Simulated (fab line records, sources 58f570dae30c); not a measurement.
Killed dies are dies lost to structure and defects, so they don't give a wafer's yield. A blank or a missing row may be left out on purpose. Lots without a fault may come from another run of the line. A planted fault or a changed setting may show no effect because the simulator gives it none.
Which tool did it? | flow berkeley_cmos170 | 14 lots, 41 wafers sampled, at 5 steps of a route of 331

WHAT THE GAUGES READ, wafer by wafer
UCB170_NSD_CD_MEAS_06: target cd 1200 nm. Usual: cd_nm 1200.0 nm, standard deviation 1.4.
lot  | measured     | on        | cd_nm (nm)           | flag
L989 | day 7 15:59  | cd_sem-02 | 1199.4 1199.5 1200.2 |
L991 | day 7 16:31  | cd_sem-02 | 1199.3 1201.3 1200.3 |
L992 | day 7 17:06  | cd_sem-01 | 1200.1 1199.4 1199.5 |
L993 | day 7 20:53  | cd_sem-01 | 1199.1 1199.0 1199.6 |
L990 | day 7 21:10  | cd_sem-02 | 1198.8 1200.6 1202.5 |
L996 | day 8 20:01  | cd_sem-02 | 1199.6 1199.3        |
L995 | day 8 20:36  | cd_sem-02 | 1201.7 1202.0 1202.1 |
L105 | day 10 19:17 | cd_sem-01 | 1201.2 1200.3 1201.4 |
L103 | day 10 19:35 | cd_sem-02 | 1200.2 1200.4 1200.8 |
L106 | day 11 04:53 | cd_sem-01 | 1200.3 1200.4 1199.8 |
L107 | day 11 05:10 | cd_sem-01 | 1203.0 1201.9 1201.4 |
L108 | day 11 11:47 | cd_sem-01 | 1201.0 1199.8 1199.1 |
L109 | day 11 12:02 | cd_sem-02 | 1199.4 1200.1 1199.3 |
L112 | day 12 15:16 | cd_sem-02 | 1199.9 1199.0 1200.5 |

UCB170_V1_THK_MEAS_01. Usual: V1_TEOS_THK 1998 nm, standard deviation 24.
lot  | measured     | on            | V1_TEOS_THK (nm)              | flag
L989 | day 8 02:33  | film_metro-02 | 1995 1991 1984                |
L991 | day 8 03:53  | film_metro-02 | 2014 2041 2039                |
L992 | day 8 05:12  | film_metro-04 | 2013 2031 2065                |
L993 | day 8 08:41  | film_metro-01 | 1493 2019 1503 1491 2017 1505 | OFF
L990 | day 8 07:17  | film_metro-02 | 1989 2022 2042                |
L996 | day 9 06:55  | film_metro-01 | 1486 1493 1487 1493           | OFF
L995 | day 9 08:14  | film_metro-04 | 1970 2019 2018                |
L105 | day 11 06:23 | film_metro-01 | 1975 1992 2011                |
L103 | day 11 09:26 | film_metro-04 | 2002 2003 2017                |
L106 | day 11 15:49 | film_metro-04 | 1962 2020 2001                |
L107 | day 11 17:04 | film_metro-04 | 1998 1992 1998                |
L108 | day 11 22:43 | film_metro-01 | 2011 1994 2016                |
L109 | day 12 00:02 | film_metro-04 | 1976 1972 2004                |
L112 | day 13 02:45 | film_metro-02 | 1971 2000 2037                |

UCB170_M2_THK_MEAS_03: measures by xrf. Usual: M2_AL_THK 913 nm, standard deviation 8.
lot  | measured     | on            | M2_AL_THK (nm) | flag
L989 | day 8 05:04  | film_metro-01 | 907 900 901    |
L991 | day 8 07:10  | film_metro-04 | 922 913 911    |
L992 | day 8 08:25  | film_metro-01 | 911 920 916    |
L993 | day 8 18:52  | film_metro-04 | 898 907 904    |
L990 | day 8 10:35  | film_metro-03 | 922 920 916    |
L996 | day 9 12:41  | film_metro-03 | 923 912        |
L995 | day 9 12:20  | film_metro-03 | 905 903 898    |
L105 | day 11 08:58 | film_metro-04 | 912 908 910    |
L103 | day 11 12:56 | film_metro-04 | 904 911 908    |
L106 | day 11 18:25 | film_metro-01 | 918 914 916    |
L107 | day 11 19:27 | film_metro-03 | 918 922 922    |
L108 | day 12 03:17 | film_metro-04 | 914 911 909    |
L109 | day 12 03:33 | film_metro-04 | 896 902 898    |
L112 | day 13 05:16 | film_metro-01 | 914 922 915    |

WHICH TOOL RAN EACH LOT (tool, then ch and the chambers of the sampled wafers, then the start)
lot  | UCB170_NSD_STRIP_09                  | UCB170_V1_CVD_00
L989 | plasma_asher-01 ch 0,1, day 7 16:17  | pecvd-02 ch 0,2, day 8 02:23
L991 | plasma_asher-02 ch 0,1, day 7 16:47  | pecvd-03 ch 0,2, day 8 03:43
L992 | plasma_asher-01 ch 0,1, day 7 17:25  | pecvd-03 ch 0,1,2, day 8 05:02
L993 | plasma_asher-04 ch 0,1, day 7 21:12  | pecvd-03 ch 0,1, day 8 08:27
L990 | plasma_asher-02 ch 0,1, day 7 21:28  | pecvd-01 ch 0,1,2, day 8 07:07
L996 | plasma_asher-02 ch 0,1, day 8 20:18  | pecvd-03 ch 0, day 9 06:44
L995 | plasma_asher-01 ch 0,1, day 8 20:53  | pecvd-01 ch 0,2, day 9 08:05
L105 | plasma_asher-04 ch 0,1, day 10 19:34 | pecvd-02 ch 0,1, day 11 06:12
L103 | plasma_asher-04 ch 0,1, day 10 19:53 | pecvd-02 ch 0, day 11 09:11
L106 | plasma_asher-01 ch 0,1, day 11 05:12 | pecvd-02 ch 0, day 11 15:35
L107 | plasma_asher-02 ch 0,1, day 11 05:28 | pecvd-03 ch 0,1,2, day 11 16:55
L108 | plasma_asher-01 ch 1, day 11 12:04   | pecvd-03 ch 0,1, day 11 22:33
L109 | plasma_asher-04 ch 0,1, day 11 12:20 | pecvd-02 ch 0,1,2, day 11 23:53
L112 | plasma_asher-04 ch 0,1, day 12 15:33 | pecvd-01 ch 0,1,2, day 13 02:35
- UCB170_NSD_STRIP_09: strips in O2.
- UCB170_V1_CVD_00: deposits SiO2 from TEOS/O2, target thk 2000 nm, time 250 s.

WHAT THE TOOLS THEMSELVES READ (means of the sampled wafers that have a number; where no wafer has one, the mark that the record gives instead)
UCB170_NSD_STRIP_09. Usual: drypump_motor_current_A 5.6 A, standard deviation 0.33; oes_product_au 0.535 a.u., standard deviation 0.0048; strip_time_to_endpoint_s 35.60 s, standard deviation 0.07.
lot  | tool            | drypump_motor_current_A (A) | oes_product_au (a.u.) | strip_time_to_endpoint_s (s) | flag
L989 | plasma_asher-01 | 5.4                         | 0.539                 | 35.64                        |
L991 | plasma_asher-02 | 5.6                         | 0.536                 | 35.64                        |
L992 | plasma_asher-01 | 5.6                         | 0.535                 | 35.60                        |
L993 | plasma_asher-04 | 5.5                         | 0.536                 | 35.64                        |
L990 | plasma_asher-02 | 5.6                         | 0.534                 | 35.58                        |
L996 | plasma_asher-02 | 5.6                         | 0.532                 | 35.72                        |
L995 | plasma_asher-01 | 5.6                         | 0.528                 | 35.61                        |
L105 | plasma_asher-04 | 5.7                         | 0.537                 | 35.58                        |
L103 | plasma_asher-04 | 5.7                         | 0.538                 | 35.64                        |
L106 | plasma_asher-01 | 5.6                         | 0.535                 | 35.55                        |
L107 | plasma_asher-02 | 5.5                         | 0.536                 | 35.65                        |
L108 | plasma_asher-01 | 5.2                         | 0.536                 | 35.57                        |
L109 | plasma_asher-04 | 5.8                         | 0.536                 | 35.58                        |
L112 | plasma_asher-04 | 5.5                         | 0.533                 | 35.61                        |

UCB170_V1_CVD_00. Usual: heater_power_w 246 W, standard deviation 48.
lot  | tool     | heater_power_w (W) | flag
L989 | pecvd-02 | 284                |
L991 | pecvd-03 | 208                |
L992 | pecvd-03 | 230                |
L993 | pecvd-03 | 214                |
L990 | pecvd-01 | 246                |
L996 | pecvd-03 | 246                |
L995 | pecvd-01 | 253                |
L105 | pecvd-02 | 249                |
L103 | pecvd-02 | 200                |
L106 | pecvd-02 | 198                |
L107 | pecvd-03 | 230                |
L108 | pecvd-03 | 221                |
L109 | pecvd-02 | 272                |
L112 | pecvd-01 | 271                |

THE ANSWER, worked out from the rows above alone
Rule: a lot is off if the mean of its wafers that have a number lies more than 3 standard deviations from the usual mean. A lot without any number at a reading at which 4 lots or more have one is off too. The other lots that the step has rows for count as sound. The gauges are gone through in route order, then the tools' own readings, and for those a lot's mean is taken as printed above. The first step at which some lot is off is used, and at that step the reading that is off furthest; a lot without a number counts as furthest.
Off: L993, L996, at UCB170_V1_THK_MEAS_01 (V1_TEOS_THK).
A tool fits if, at a process step before that reading, it ran every lot that is off, and no sound lot after the first of them. The gauges at UCB170_V1_THK_MEAS_01 are tried like those tools. None of those tried fits.

WHAT THE SIMULATOR HAD PUT IN
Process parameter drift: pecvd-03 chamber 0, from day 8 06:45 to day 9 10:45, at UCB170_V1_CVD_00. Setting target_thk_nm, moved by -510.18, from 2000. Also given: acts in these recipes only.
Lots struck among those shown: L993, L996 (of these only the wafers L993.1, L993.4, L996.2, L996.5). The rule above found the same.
